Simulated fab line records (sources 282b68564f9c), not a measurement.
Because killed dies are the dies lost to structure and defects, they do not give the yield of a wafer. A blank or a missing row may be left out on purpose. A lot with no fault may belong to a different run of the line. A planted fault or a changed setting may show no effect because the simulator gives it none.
Lot-split experiment	flow ritCmos	23 wafers read from 5 lots, route of 202 steps

ON THE SPLIT
At RIT_NRETRO_COAT_01 (resist thk 1300 nm), the setting resistThkNm was moved away from the recipe's 1300 nm on 10 of the 23 wafers read, by -1.7% to +4.6%. All remaining wafers had this setting at the recipe value.

FROM THE SPLIT TO THE READING: what the file shows between them, 3 steps
- RIT_NRETRO_SOFTBAKE_02: time 60 s
- RIT_NRETRO_EXPOSE_03: exposes mask M4, target cd 43900 nm
- RIT_NRETRO_DEVELOP_05: develop time 68 s

THE READING
NOVOLAK_of_NRETRO_COAT_01.thkNm (the simulator's own value, which no gauge read), in nm, at RIT_NRETRO_HARDBAKE_07 (time 120 s). No usual value for it is given in the file. The 13 wafers here that ran the recipe average 1138 nm, standard deviation 1.9 nm.

wafer	tool, chamber at the split	resistThkNm as run, nm	against the recipe	NOVOLAK_of_NRETRO_COAT_01.thkNm, nm	against lot-mates on the recipe
L074.1	lithoTrack-03, 0	1278	-1.7%	1119	-21
L074.3	lithoTrack-03, 0	1278	-1.7%	1123	-17
L074.4	lithoTrack-03, 0	1300	recipe	1140	-
L074.5	lithoTrack-03, 0	1300	recipe	1140	-
L074.6	lithoTrack-03, 0	1278	-1.7%	1121	-19
L078.3	lithoTrack-01, 0	1300	recipe	1139	-
L078.4	lithoTrack-01, 0	1300	recipe	1139	-
L078.5	lithoTrack-01, 0	1300	recipe	1141	-
L079.1	lithoTrack-03, 0	1279	-1.6%	1119	-16
L079.2	lithoTrack-03, 0	1300	recipe	1136	-
L079.3	lithoTrack-03, 0	1300	recipe	1135	-
L079.5	lithoTrack-03, 0	1300	recipe	1135	-
L079.4	lithoTrack-03, 0	1279	-1.6%	1118	-17
L081.1	lithoTrack-01, 0	1360	+4.6%	1191	+52
L081.3	lithoTrack-01, 0	1300	recipe	1138	-
L081.4	lithoTrack-01, 0	1360	+4.6%	1195	+56
L081.5	lithoTrack-01, 0	1360	+4.6%	1192	+54
L081.6	lithoTrack-01, 0	1300	recipe	1139	-
L082.1	lithoTrack-03, 0	1300	recipe	1139	-
L082.3	lithoTrack-03, 0	1334	+2.6%	1168	+31
L082.4	lithoTrack-03, 0	1334	+2.6%	1167	+30
L082.5	lithoTrack-03, 0	1300	recipe	1136	-
L082.6	lithoTrack-03, 0	1300	recipe	1137	-

THE FIT
A straight line over all 23 wafers: NOVOLAK_of_NRETRO_COAT_01.thkNm changes by +11.6 nm for each +1% of resistThkNm; r = +1.00; the points scatter about the line by 2.1 nm.
The same after taking each lot's own level away (the mean of its wafers on the recipe; 23 wafers): +11.5 nm for each +1%; r = +1.00; scatter 1.3 nm.
According to that fit, moving resistThkNm by its largest amount changes the reading by 53 nm.
From 1135.3 to 1140.0 nm: that is the span of the lots' own levels, equal to 2.4 times the standard deviation above.
The two slopes agree, so the slope changes little with the lot-to-lot level.
Check: +54 nm against its lot-mates is what the line predicts for one of the wafers moved furthest among these (+4.6%) when that wafer is left out of the fit. It came out at +52.5 nm against them.

THE OTHER SPLITS THESE WAFERS WENT THROUGH
Note: prior to the reading, these wafers also went through further splits. Each is held against what the fit with the lots' levels taken away leaves over:
other split on the same wafers	wafers away from the commonest value	r with NOVOLAK_of_NRETRO_COAT_01.thkNm (lot level and that fit taken away)
RIT_ACTIVE_CVD_03 tempC	15	+0.09
RIT_ACTIVE_COAT_06 spinRpm	6	+0.10
RIT_FOX1_WET_ETCH_02 timeS	13	-0.06
RIT_NWELL_SOFTBAKE_02 tempC	5	-0.07
RIT_PWELL_IMPLANT_08 doseCm2	10	-0.20

THE WHOLE CHAIN: every reading that the file lists as answering this split, in the file's order
step	what it does	reading	change (the file's fit)	r (the file's)
RIT_NRETRO_COAT_01	resist thk 1300 nm	NOVOLAK_of_NRETRO_COAT_01.thkNm (the simulator's own value, which no gauge read)	+13.4 nm for each +1% of the setting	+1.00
RIT_NRETRO_HARDBAKE_07	time 120 s	NOVOLAK_of_NRETRO_COAT_01.thkNm (the simulator's own value, which no gauge read)	+11.6 nm for each +1% of the setting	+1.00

THE FILE'S OWN FIT
NOVOLAK_of_NRETRO_COAT_01.thkNm changes by +11.6 nm for each +1% of resistThkNm, r = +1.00.
